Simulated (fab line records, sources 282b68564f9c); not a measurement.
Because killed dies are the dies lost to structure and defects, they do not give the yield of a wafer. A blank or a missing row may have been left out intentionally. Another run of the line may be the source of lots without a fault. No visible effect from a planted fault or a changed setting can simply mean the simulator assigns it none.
Problem report in the 8D (eight disciplines) form, filled by code    flow rit cmos    the parts of the form that need people (team, actions taken, sign-off) are left out

== 1. WHAT WENT WRONG ==
Wafers without a fault read 7.0, standard deviation 2.8; killed dies at RIT_M1_PROBE_99 reads a mean of 37.5 on 4 wafers belonging to 2 lots. That puts it +11 standard deviations away from the usual mean.
Seen first at day 4 21:26 on prober-01, wafer L684.1. At this step, 6 wafers from 2 lots have a number in the record. By rule, "out" or "out of limits" means more than 4 standard deviations away from the usual mean. The other wafers with a number count as sound.

== 2. WHAT IT IS, WHAT IT ISN'T ==
question                     is                                is not
which readings at this step  killed dies, killed at front end  killed open, killed short
which lots                   L684, L686                        -
which wafers of those lots   L684.1, L684.3, L684.5, L686.5    L686.1, L686.3
read on which tools          prober-01                         -
when                         from day 4 21:26                  up to then (0 sound wafers); but 2 sound wafers of L686 came after

== 3. SUSPECTS, AND WHAT RULES EACH OUT ==
Counting: a tool at a process step up to the reading stays a suspect if it ran every lot that is out. Sound lots after the first of them don't rule it out here, since some wafers of a struck lot are sound.
- plasma asher-03 at RIT_PSD_STRIP_09 (strips in O2, time 180 s): kept. It ran every lot that is out, first L684 (day 4 13:17).
- prober-01 at RIT_M1_PROBE_99: kept. It ran every lot that is out, first L684 (day 4 21:26). Its own killed at front end, killed dies readings are out on those wafers.
- Within plasma asher-03 at RIT_PSD_STRIP_09, the wafers that are out were processed in chamber 0 and their sound lot-mates in chamber 1.
The count leaves prober-01 at RIT_M1_PROBE_99 and plasma asher-03 at RIT_PSD_STRIP_09.

== 4. THE CAUSE (what the simulator had put in) ==
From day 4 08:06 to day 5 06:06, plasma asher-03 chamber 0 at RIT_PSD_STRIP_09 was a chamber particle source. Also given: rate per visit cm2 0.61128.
Counting leaves 2 suspects; this tool is one of them.

== 5. SEQUENCE OF EFFECTS, ordered by route ==
Each row: a reading where the mean over the struck wafers with a number is more than 3 standard deviations away from the usual. Only readings whose record carries a usual standard deviation are examined. hours: median over the lots of the time between each lot's start at the first step of this table that gives one and its start at this step. sigmas: the change, counted in usual standard deviations.
hours  step             reading              usual  on struck wafers  change  sigmas
0      RIT_M1_PROBE_99  killed at front end  6.9    37.0              +30.1   +11
0      RIT_M1_PROBE_99  killed dies          7.0    37.5              +30.5   +11
The process steps in it:
- RIT_M1_PROBE_99

== 6. HOW IT WOULD HAVE BEEN CAUGHT EARLIER ==
13 hours passed between the start of the fault at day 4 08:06 and the first reading out of limits in this record, taken at day 4 21:26.
Tool readings at RIT_PSD_STRIP_09 with a usual standard deviation given in the record: none out on any struck wafer, hence no alarm at a limit of 4 standard deviations on them.
Lots out: 2; of these, L686 started RIT_PSD_STRIP_09 on plasma asher-03 after day 4 21:26. A hold on the tool at that time would have spared it.
